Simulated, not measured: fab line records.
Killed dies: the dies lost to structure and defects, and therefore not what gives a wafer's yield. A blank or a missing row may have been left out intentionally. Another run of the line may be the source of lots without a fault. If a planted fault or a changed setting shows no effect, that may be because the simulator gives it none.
fab line records || flow ritCmos
record: {"lots": 15, "wafers": 45, "lastDay": 7}
route steps=202 shown PWELL@48 M1@202
lots that met no fault: taken from a fault-free run of the same line
startH: hours from the record's opening day to when the first of the lot's shown wafers began || waitH: how many hours have passed since the lot's step before this one || " repeats the value in the row above || L1.1+2: several wafers, shown together as one row || - no value, or no start given || * or withheld: withheld || < > ~ a bound
route shown NAME@n: a module of which the file shows steps, and the number in the route of the first || usual: mean/standard deviation taken from wafers without a fault || same: alike in all rows || chamber/n: place in a boat || sites: readings site by site || _std_site: how widely they spread, as a standard deviation || _edge_site: the outer-site mean with the inner-site mean subtracted || radiusMm: how far each site lies from the wafer's centre || mask NAME#n: copy n || behind: the last tool/chamber to shape the wafer || hold: the reason the lot was held/the length of the hold in hours/how it ended || device: the n, p or np transistor that did not switch || end of line: tests of these same wafers at the route's end || where a step has no rows: the recipe by itself || killed: dies that structure and defects cost at the first sort, which is not the same as the wafer's yield || map: a wafer's dies, marking killed ones x, the rest . and places with no die _
set.NAME: the setting that was run; set.NAME@STEP: the one run at that earlier step || model.NAME: the simulator's own value behind a step, which no gauge read
one table for each step of the route and one row for each wafer, over a sample of lots
services: a tool's chamber out of use, with start hour (startH, from the record's first day; less than 0 if before it), hours out, and reason
== steps ==
step: RIT_PWELL_STRIP_09
recipe: {"chemistry": "O2", "timeS": 180, "resist": "NOVOLAK", "platenTempC": "withheld", "powerW": 500, "pressureMtorr": 4000, "o2FlowSccm": 4000}
usual: {"drypumpMotorCurrentA": "5.95/0.24", "o2FlowSccm": "4000/12"}
{"lot.wafer": "L699.1", "tool": "plasmaAsher-02", "chamber": 0, "startH": 24.60, "waitH": 0.1, "drypumpMotorCurrentA": 6.31, "o2FlowSccm": 3987, "rfHoursCounterH": 38}
{"lot.wafer": "L699.2", "tool": "plasmaAsher-02", "chamber": 1, "startH": 24.60, "waitH": 0.1, "drypumpMotorCurrentA": 5.94, "o2FlowSccm": 3998, "rfHoursCounterH": 38}
{"lot.wafer": "L699.4", "tool": "plasmaAsher-02", "chamber": 0, "startH": 24.60, "waitH": 0.1, "drypumpMotorCurrentA": 6.33, "o2FlowSccm": 3983, "rfHoursCounterH": "-"}
{"lot.wafer": "L700.1", "tool": "plasmaAsher-03", "chamber": 0, "startH": 30.49, "waitH": 0.1, "drypumpMotorCurrentA": 5.94, "o2FlowSccm": 3998, "rfHoursCounterH": 23}
{"lot.wafer": "L700.4", "tool": "plasmaAsher-03", "chamber": 0, "startH": 30.49, "waitH": 0.1, "drypumpMotorCurrentA": 5.91, "o2FlowSccm": 3997, "rfHoursCounterH": "-"}
{"lot.wafer": "L700.6", "tool": "plasmaAsher-03", "chamber": 0, "startH": 30.49, "waitH": 0.1, "drypumpMotorCurrentA": 5.91, "o2FlowSccm": 3996, "rfHoursCounterH": "-"}
{"lot.wafer": "L701.2", "tool": "plasmaAsher-03", "chamber": 1, "startH": 36.08, "waitH": 0.1, "drypumpMotorCurrentA": 5.79, "o2FlowSccm": 4014, "rfHoursCounterH": 24}
{"lot.wafer": "L701.3", "tool": "plasmaAsher-03", "chamber": 1, "startH": 36.08, "waitH": 0.1, "drypumpMotorCurrentA": 5.80, "o2FlowSccm": 4020, "rfHoursCounterH": "-"}
{"lot.wafer": "L701.5", "tool": "plasmaAsher-03", "chamber": 0, "startH": 36.08, "waitH": 0.1, "drypumpMotorCurrentA": 5.93, "o2FlowSccm": 3988, "rfHoursCounterH": "-"}
{"lot.wafer": "L703.2", "tool": "plasmaAsher-03", "chamber": 0, "startH": 44.83, "waitH": 0.1, "drypumpMotorCurrentA": 5.93, "o2FlowSccm": 4004, "rfHoursCounterH": 25}
{"lot.wafer": "L703.5", "tool": "plasmaAsher-03", "chamber": 1, "startH": 44.83, "waitH": 0.1, "drypumpMotorCurrentA": 5.80, "o2FlowSccm": 4008, "rfHoursCounterH": "-"}
{"lot.wafer": "L703.6", "tool": "plasmaAsher-03", "chamber": 0, "startH": 44.83, "waitH": 0.1, "drypumpMotorCurrentA": 5.95, "o2FlowSccm": 4018, "rfHoursCounterH": "-"}
{"lot.wafer": "L704.1", "tool": "plasmaAsher-03", "chamber": 0, "startH": 50.15, "waitH": 0.1, "drypumpMotorCurrentA": 5.92, "o2FlowSccm": 4009, "rfHoursCounterH": 25}
{"lot.wafer": "L704.2", "tool": "plasmaAsher-03", "chamber": 1, "startH": 50.15, "waitH": 0.1, "drypumpMotorCurrentA": 5.83, "o2FlowSccm": 3998, "rfHoursCounterH": 25}
{"lot.wafer": "L704.4", "tool": "plasmaAsher-03", "chamber": 0, "startH": 50.15, "waitH": 0.1, "drypumpMotorCurrentA": 5.91, "o2FlowSccm": 4015, "rfHoursCounterH": "-"}
{"lot.wafer": "L705.4", "tool": "plasmaAsher-03", "chamber": 0, "startH": 54.61, "waitH": 0.1, "drypumpMotorCurrentA": 5.89, "o2FlowSccm": 4801, "rfHoursCounterH": "-"}
{"lot.wafer": "L705.5", "tool": "plasmaAsher-03", "chamber": 1, "startH": 54.61, "waitH": 0.1, "drypumpMotorCurrentA": 5.80, "o2FlowSccm": 4008, "rfHoursCounterH": "-"}
{"lot.wafer": "L705.6", "tool": "plasmaAsher-03", "chamber": 0, "startH": 54.61, "waitH": 0.1, "drypumpMotorCurrentA": 5.91, "o2FlowSccm": 4788, "rfHoursCounterH": "-"}
{"lot.wafer": "L706.4", "tool": "plasmaAsher-03", "chamber": 0, "startH": 58.15, "waitH": 0.1, "drypumpMotorCurrentA": 5.91, "o2FlowSccm": 4806, "rfHoursCounterH": "-"}
{"lot.wafer": "L706.5", "tool": "plasmaAsher-03", "chamber": 1, "startH": 58.15, "waitH": 0.1, "drypumpMotorCurrentA": 5.84, "o2FlowSccm": 3979, "rfHoursCounterH": "-"}
{"lot.wafer": "L706.6", "tool": "plasmaAsher-03", "chamber": 0, "startH": 58.15, "waitH": 0.1, "drypumpMotorCurrentA": 5.92, "o2FlowSccm": 4794, "rfHoursCounterH": "-"}
{"lot.wafer": "L707.2", "tool": "plasmaAsher-04", "chamber": 1, "startH": 64.36, "waitH": 0.1, "drypumpMotorCurrentA": 5.51, "o2FlowSccm": 3996, "rfHoursCounterH": 41}
{"lot.wafer": "L707.3", "tool": "plasmaAsher-04", "chamber": 1, "startH": 64.36, "waitH": 0.1, "drypumpMotorCurrentA": 5.47, "o2FlowSccm": 4012, "rfHoursCounterH": "-"}
{"lot.wafer": "L707.4", "tool": "plasmaAsher-04", "chamber": 0, "startH": 64.36, "waitH": 0.1, "drypumpMotorCurrentA": 6.19, "o2FlowSccm": 4026, "rfHoursCounterH": "-"}
{"lot.wafer": "L708.2", "tool": "plasmaAsher-03", "chamber": 1, "startH": 68.51, "waitH": 0.1, "drypumpMotorCurrentA": 5.82, "o2FlowSccm": 4013, "rfHoursCounterH": 27}
{"lot.wafer": "L708.5", "tool": "plasmaAsher-03", "chamber": 0, "startH": 68.51, "waitH": 0.1, "drypumpMotorCurrentA": 5.94, "o2FlowSccm": 4804, "rfHoursCounterH": "-"}
{"lot.wafer": "L708.6", "tool": "plasmaAsher-03", "chamber": 1, "startH": 68.51, "waitH": 0.1, "drypumpMotorCurrentA": 5.83, "o2FlowSccm": 3994, "rfHoursCounterH": "-"}
{"lot.wafer": "L713.1", "tool": "plasmaAsher-04", "chamber": 1, "startH": 94.33, "waitH": 0.1, "drypumpMotorCurrentA": 5.53, "o2FlowSccm": 3995, "rfHoursCounterH": 44}
{"lot.wafer": "L713.3", "tool": "plasmaAsher-04", "chamber": 0, "startH": 94.33, "waitH": 0.1, "drypumpMotorCurrentA": 6.24, "o2FlowSccm": 4000, "rfHoursCounterH": "-"}
{"lot.wafer": "L713.6", "tool": "plasmaAsher-04", "chamber": 1, "startH": 94.33, "waitH": 0.1, "drypumpMotorCurrentA": 5.50, "o2FlowSccm": 4021, "rfHoursCounterH": "-"}
{"lot.wafer": "L715.3", "tool": "plasmaAsher-04", "chamber": 1, "startH": 104.78, "waitH": 0.1, "drypumpMotorCurrentA": 5.49, "o2FlowSccm": 3996, "rfHoursCounterH": "-"}
{"lot.wafer": "L715.5", "tool": "plasmaAsher-04", "chamber": 0, "startH": 104.78, "waitH": 0.1, "drypumpMotorCurrentA": 6.21, "o2FlowSccm": 3991, "rfHoursCounterH": "-"}
{"lot.wafer": "L715.6", "tool": "plasmaAsher-04", "chamber": 1, "startH": 104.78, "waitH": 0.1, "drypumpMotorCurrentA": 5.52, "o2FlowSccm": 4005, "rfHoursCounterH": "-"}
{"lot.wafer": "L716.1", "tool": "plasmaAsher-02", "chamber": 0, "startH": 108.84, "waitH": 0.1, "drypumpMotorCurrentA": 6.35, "o2FlowSccm": 3977, "rfHoursCounterH": 47}
{"lot.wafer": "L716.3", "tool": "plasmaAsher-02", "chamber": 0, "startH": 108.84, "waitH": 0.1, "drypumpMotorCurrentA": 6.35, "o2FlowSccm": 3975, "rfHoursCounterH": "-"}
{"lot.wafer": "L716.6", "tool": "plasmaAsher-02", "chamber": 1, "startH": 108.84, "waitH": 0.1, "drypumpMotorCurrentA": 5.95, "o2FlowSccm": 4007, "rfHoursCounterH": "-"}
{"lot.wafer": "L719.1", "tool": "plasmaAsher-02", "chamber": 0, "startH": 123.74, "waitH": 0.1, "drypumpMotorCurrentA": 6.35, "o2FlowSccm": 3980, "rfHoursCounterH": 49}
{"lot.wafer": "L719.3", "tool": "plasmaAsher-02", "chamber": 0, "startH": 123.74, "waitH": 0.1, "drypumpMotorCurrentA": 6.32, "o2FlowSccm": 3999, "rfHoursCounterH": "-"}
{"lot.wafer": "L719.4", "tool": "plasmaAsher-02", "chamber": 1, "startH": 123.74, "waitH": 0.1, "drypumpMotorCurrentA": 5.94, "o2FlowSccm": 3992, "rfHoursCounterH": "-"}
{"lot.wafer": "L721.4", "tool": "plasmaAsher-04", "chamber": 0, "startH": 133.25, "waitH": 0.1, "drypumpMotorCurrentA": 6.21, "o2FlowSccm": 3983, "rfHoursCounterH": "-"}
{"lot.wafer": "L721.5", "tool": "plasmaAsher-04", "chamber": 1, "startH": 133.25, "waitH": 0.1, "drypumpMotorCurrentA": 5.47, "o2FlowSccm": 3998, "rfHoursCounterH": "-"}
{"lot.wafer": "L721.6", "tool": "plasmaAsher-04", "chamber": 0, "startH": 133.25, "waitH": 0.1, "drypumpMotorCurrentA": 6.19, "o2FlowSccm": 4010, "rfHoursCounterH": "-"}
{"lot.wafer": "L722.1", "tool": "plasmaAsher-03", "chamber": 0, "startH": 137.94, "waitH": 0.1, "drypumpMotorCurrentA": 5.94, "o2FlowSccm": 3983, "rfHoursCounterH": 34}
{"lot.wafer": "L722.4", "tool": "plasmaAsher-03", "chamber": 0, "startH": 137.94, "waitH": 0.1, "drypumpMotorCurrentA": 5.91, "o2FlowSccm": 3984, "rfHoursCounterH": "-"}
{"lot.wafer": "L722.5", "tool": "plasmaAsher-03", "chamber": 1, "startH": 137.94, "waitH": 0.1, "drypumpMotorCurrentA": 5.82, "o2FlowSccm": 3989, "rfHoursCounterH": "-"}
step: RIT_M1_PROBE_99
usual: {"killedAtContacts": "0.1/0.24", "killedAtFrontEnd": "7/3.2", "killedDies": "7/3.2", "killedOpen": "3.6/2.1", "killedShort": "3.5/2"}
same: {"grossDies": 264, "killed_at_M0_to_M3": 0, "killed_at_M4_up": 0, "killedAtBackSide": 0, "killedAtOther": 0}
{"lot.wafer": "L703.2", "tool": "prober-02", "chamber": "-", "startH": 81.64, "waitH": 0.1, "killedAtContacts": 0, "killedAtFrontEnd": 5, "killedDies": 5, "killedOpen": 3, "killedShort": 2}
{"lot.wafer": "L703.5", "tool": "prober-02", "chamber": "-", "startH": 81.79, "waitH": 0.2, "killedAtContacts": 0, "killedAtFrontEnd": 11, "killedDies": 11, "killedOpen": 7, "killedShort": 4}
{"lot.wafer": "L703.6", "tool": "prober-02", "chamber": "-", "startH": 81.84, "waitH": 0.2, "killedAtContacts": 0, "killedAtFrontEnd": 11, "killedDies": 11, "killedOpen": 6, "killedShort": 5}
{"lot.wafer": "L705.4", "tool": "prober-02", "chamber": "-", "startH": 89.60, "waitH": 0.2, "killedAtContacts": 0, "killedAtFrontEnd": 2, "killedDies": 2, "killedOpen": 1, "killedShort": 1}
{"lot.wafer": "L705.5", "tool": "prober-02", "chamber": "-", "startH": 89.65, "waitH": 0.2, "killedAtContacts": 1, "killedAtFrontEnd": 3, "killedDies": 4, "killedOpen": 1, "killedShort": 3}
{"lot.wafer": "L705.6", "tool": "prober-02", "chamber": "-", "startH": 89.70, "waitH": 0.2, "killedAtContacts": 0, "killedAtFrontEnd": 5, "killedDies": 5, "killedOpen": 2, "killedShort": 3}
{"lot.wafer": "L706.4", "tool": "prober-01", "chamber": "-", "startH": 92.77, "waitH": 0.2, "killedAtContacts": 0, "killedAtFrontEnd": 12, "killedDies": 12, "killedOpen": 8, "killedShort": 4}
{"lot.wafer": "L706.5", "tool": "prober-01", "chamber": "-", "startH": 92.82, "waitH": 0.2, "killedAtContacts": 0, "killedAtFrontEnd": 16, "killedDies": 16, "killedOpen": 5, "killedShort": 11}
{"lot.wafer": "L706.6", "tool": "prober-01", "chamber": "-", "startH": 92.87, "waitH": 0.2, "killedAtContacts": 0, "killedAtFrontEnd": 14, "killedDies": 14, "killedOpen": 9, "killedShort": 5}
{"lot.wafer": "L708.2", "tool": "prober-01", "chamber": "-", "startH": 103.76, "waitH": 0.1, "killedAtContacts": 0, "killedAtFrontEnd": 3, "killedDies": 3, "killedOpen": 1, "killedShort": 2}
{"lot.wafer": "L708.5", "tool": "prober-01", "chamber": "-", "startH": 103.91, "waitH": 0.2, "killedAtContacts": 0, "killedAtFrontEnd": 1, "killedDies": 1, "killedOpen": 0, "killedShort": 1}
{"lot.wafer": "L708.6", "tool": "prober-01", "chamber": "-", "startH": 103.96, "waitH": 0.2, "killedAtContacts": 0, "killedAtFrontEnd": 8, "killedDies": 8, "killedOpen": 3, "killedShort": 5}
{"lot.wafer": "L716.1", "tool": "prober-01", "chamber": "-", "startH": 143.91, "waitH": 0.1, "killedAtContacts": 0, "killedAtFrontEnd": 2, "killedDies": 2, "killedOpen": 1, "killedShort": 1}
{"lot.wafer": "L716.3", "tool": "prober-01", "chamber": "-", "startH": 144.01, "waitH": 0.2, "killedAtContacts": 0, "killedAtFrontEnd": 5, "killedDies": 5, "killedOpen": 1, "killedShort": 4}
{"lot.wafer": "L716.6", "tool": "prober-01", "chamber": "-", "startH": 144.16, "waitH": 0.2, "killedAtContacts": 0, "killedAtFrontEnd": 9, "killedDies": 9, "killedOpen": 3, "killedShort": 6}
{"lot.wafer": "L719.1", "tool": "prober-02", "chamber": "-", "startH": 162.21, "waitH": 0.1, "killedAtContacts": 0, "killedAtFrontEnd": 9, "killedDies": 9, "killedOpen": 6, "killedShort": 3}
{"lot.wafer": "L719.3", "tool": "prober-02", "chamber": "-", "startH": 162.31, "waitH": 0.2, "killedAtContacts": 0, "killedAtFrontEnd": 9, "killedDies": 9, "killedOpen": 5, "killedShort": 4}
{"lot.wafer": "L719.4", "tool": "prober-02", "chamber": "-", "startH": 162.36, "waitH": 0.2, "killedAtContacts": 0, "killedAtFrontEnd": 4, "killedDies": 4, "killedOpen": 2, "killedShort": 2}
killed by level:class
L703.2 GATE:geometricParticle:open=2 FOX1:geometricParticle:open=1 GATE:geometricParticle:short=1 SPACER:geometricParticle:short=1
L703.5 GATE:geometricParticle:open=6 FOX1:geometricParticle:short=2 GATE:geometricParticle:short=1 REOX:geometricParticle:open=1 REOX:geometricParticle:short=1
L703.6 FOX1:geometricParticle:short=3 REOX:geometricParticle:open=2 SILICIDE:geometricParticle:short=2 FOX1:geometricParticle:open=1 GATE:geometricParticle:open=1 SPACER:geometricParticle:open=1 SILICIDE:geometricParticle:open=1
L705.4 GATE:geometricParticle:short=1 SILICIDE:geometricParticle:open=1
L705.5 SILICIDE:geometricParticle:short=3 CONTACT:geometricParticle:open=1
L705.6 GATE:geometricParticle:short=2 GATE:geometricParticle:open=1 REOX:geometricParticle:open=1 SILICIDE:geometricParticle:short=1
L706.4 GATE:geometricParticle:open=3 SPACER:geometricParticle:short=3 REOX:geometricParticle:open=2 SPACER:geometricParticle:open=2 REOX:geometricParticle:short=1 SILICIDE:geometricParticle:open=1
L706.5 REOX:geometricParticle:short=5 REOX:geometricParticle:open=4 GATE:geometricParticle:short=2 SILICIDE:geometricParticle:short=2 FOX1:geometricParticle:short=1 GATE:geometricParticle:open=1 SPACER:geometricParticle:short=1
L706.6 GATE:geometricParticle:open=5 GATE:geometricParticle:short=2 REOX:geometricParticle:open=2 SPACER:geometricParticle:open=2 SILICIDE:geometricParticle:short=2 REOX:geometricParticle:short=1
L708.2 GATE:geometricParticle:open=1 GATE:geometricParticle:short=1 SPACER:geometricParticle:short=1
L708.5 FOX1:geometricParticle:short=1
L708.6 FOX1:geometricParticle:short=2 GATE:geometricParticle:open=2 FOX2:geometricParticle:open=1 GATE:geometricParticle:short=1 REOX:geometricParticle:short=1 SILICIDE:geometricParticle:short=1
L716.1 FOX1:geometricParticle:open=1 FOX1:geometricParticle:short=1
L716.3 FOX2:geometricParticle:short=2 FOX1:geometricParticle:open=1 FOX1:geometricParticle:short=1 REOX:geometricParticle:short=1
L716.6 GATE:geometricParticle:short=3 FOX1:geometricParticle:open=2 REOX:geometricParticle:short=2 FOX1:geometricParticle:short=1 GATE:geometricParticle:open=1
L719.1 GATE:geometricParticle:open=2 GATE:geometricParticle:short=2 SPACER:geometricParticle:open=2 FOX1:geometricParticle:short=1 REOX:geometricParticle:open=1 SILICIDE:geometricParticle:open=1
L719.3 GATE:geometricParticle:open=2 SILICIDE:geometricParticle:open=2 FOX1:geometricParticle:short=1 FOX2:geometricParticle:short=1 REOX:geometricParticle:short=1 SPACER:geometricParticle:open=1 SILICIDE:geometricParticle:short=1
L719.4 FOX1:geometricParticle:open=1 GATE:geometricParticle:open=1 SPACER:geometricParticle:short=1 SILICIDE:geometricParticle:short=1
== services ==
{"tool": "plasmaAsher-03", "chamber": "-", "startH": 27.07, "hours": 0.7, "kind": "repair"}
{"tool": "plasmaAsher-02", "chamber": "-", "startH": 33.44, "hours": 0.7, "kind": "repair"}
{"tool": "plasmaAsher-04", "chamber": "-", "startH": 108.75, "hours": 9.0, "kind": "pm"}
{"tool": "plasmaAsher-04", "chamber": 0, "startH": 108.75, "hours": 9.0, "kind": "ventCycle"}
{"tool": "plasmaAsher-04", "chamber": 1, "startH": 108.75, "hours": 9.0, "kind": "ventCycle"}
{"tool": "plasmaAsher-03", "chamber": "-", "startH": 109.64, "hours": 4.5, "kind": "repair"}
{"tool": "plasmaAsher-04", "chamber": 0, "startH": 117.75, "hours": "-", "kind": "clean"}
{"tool": "plasmaAsher-04", "chamber": 1, "startH": 117.75, "hours": "-", "kind": "clean"}
{"tool": "plasmaAsher-04", "chamber": "-", "startH": 135.38, "hours": 1.3, "kind": "repair"}
== key ==
firstSign: {"step": "RIT_PWELL_STRIP_09", "reading": "o2FlowSccm", "direction": "up", "sigmas": 67, "usual": 4000, "struck": 4798}
effect none on later readings
metAt RIT_PWELL_STRIP_09
struckLots L705,L706,L708
struckWafers L705.4,L705.6,L706.4,L706.6,L708.5
testerLeftOut L705,L706,L708
onsetBetween 50.15 54.61
fault: {"kind": "processParameterDrift", "tool": "plasmaAsher-03", "chamber": 0, "onsetH": 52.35, "steps": "RIT_PWELL_STRIP_09", "channel": "o2FlowSccm", "offset": 800, "shape": "step", "endH": 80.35, "actsIn": "theseRecipesOnly", "stated": 4000}
testerLeftOut: of these lots the tester's yield and bins aren't shown, on N5 and GAA mostly nor the transistor test; their killed dies are dies lost to structure and defects alone, not to doping, threshold or leakage, so they don't give the yield
